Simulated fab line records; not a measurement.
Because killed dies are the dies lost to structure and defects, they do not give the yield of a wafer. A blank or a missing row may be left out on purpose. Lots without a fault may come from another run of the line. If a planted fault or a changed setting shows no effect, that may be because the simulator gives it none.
Which tool was responsible? | flow rit cmos | 45 wafers sampled from 15 lots at 1 step of a route of 202

WHAT THE GAUGES READ, wafer by wafer
The record lacks any reading of a measuring or inspecting step that a usual standard deviation could be used to judge.

WHAT TOOL EACH LOT RAN ON (gives the tool, then ch and the chambers of the sampled wafers, and finally the start)
lot  | RIT_PWELL_EXPOSE_03
L777 | iline stepper-02 ch 0, day 1 22:28
L778 | iline stepper-01 ch 0, day 2 06:52
L779 | iline stepper-02 ch 0, day 2 08:09
L780 | iline stepper-01 ch 0, day 2 12:45
L781 | iline stepper-01 ch 0, day 2 20:50
L782 | iline stepper-01 ch 0, day 2 23:02
L784 | iline stepper-01 ch 0, day 3 08:17
L787 | iline stepper-02 ch 0, day 4 00:56
L788 | iline stepper-02 ch 0, day 4 04:36
L789 | iline stepper-02 ch 0, day 4 09:43
L790 | iline stepper-02 ch 0, day 4 15:20
L793 | iline stepper-02, day 5 07:28
L794 | iline stepper-02, day 5 12:19
L795 | iline stepper-02, day 5 16:04
L796 | iline stepper-01 ch 0, day 5 20:59
- RIT_PWELL_EXPOSE_03: exposes mask M3, target cd 43700 nm.

AS READ BY THE TOOLS THEMSELVES (means over the sampled wafers that have a number; for cases with no such wafer, the mark the record gives instead)
RIT_PWELL_EXPOSE_03.
lot  | tool             | exposure dose mJ cm2 | focus offset nm (nm)
L777 | iline stepper-02 | 249.99               | -0.0
L778 | iline stepper-01 | 250.23               | -0.0
L779 | iline stepper-02 | 250.10               | -0.4
L780 | iline stepper-01 | 250.20               | 0.8
L781 | iline stepper-01 | 249.92               | -0.2
L782 | iline stepper-01 | 250.17               | -0.1
L784 | iline stepper-01 | 250.19               | -0.4
L787 | iline stepper-02 | 250.28               | 0.2
L788 | iline stepper-02 | 250.14               | -0.5
L789 | iline stepper-02 | 250.20               | 0.3
L790 | iline stepper-02 | 250.25               | -0.0
L793 | iline stepper-02 | -                    | -
L794 | iline stepper-02 | -                    | -
L795 | iline stepper-02 | -                    | -
L796 | iline stepper-01 | 250.17               | -0.5

THE ANSWER, worked out from the rows above alone
Rule: the usual values come from the lots themselves. The widest of any qualifying gaps counts: lots, ordered by their means at a reading, are off when they make up no more than a third of the lots, leave a main group of 4 or more, and stand apart from it by 3 or more times the standard deviation of that group's means. A main group is skipped when, at the precision printed for the reading in the tables above, its means are all equal. A lot without any number at a reading at which 4 lots or more have one is off too. Any other lot the step has rows for is counted as sound. After the gauges, taken in route order, come the tools' own readings; for these a lot's mean is taken, as printed above. The first step at which some lot is off is used, and at that step the reading that is off furthest; a lot without a number counts as furthest.
Off, at RIT_PWELL_EXPOSE_03 on exposure dose mJ cm2: L793, L794, L795. Without a number there: L793, L794, L795. Main group: mean 250.15, sd 0.1.
If a tool, at that step or one of the process steps before it, ran each lot that is off and ran no sound lot following the first of them, it fits. One candidate fits, namely iline stepper-02 at RIT_PWELL_EXPOSE_03. Its last sound lot is L790 (day 4 15:20), its first lot that is off L793 (day 5 07:28): a fault that began between those two fits.
Blank at RIT_PWELL_EXPOSE_03 on the lots that are off, where sound lots have numbers: exposure dose mJ cm2, focus offset nm.

WHAT THE SIMULATOR HAD INSERTED
At RIT_PWELL_EXPOSE_03, the step was skipped entirely on iline stepper-02 from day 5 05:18 on. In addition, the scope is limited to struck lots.
Struck lots among those shown: L793, L794, L795. The rule given above showed the same thing.
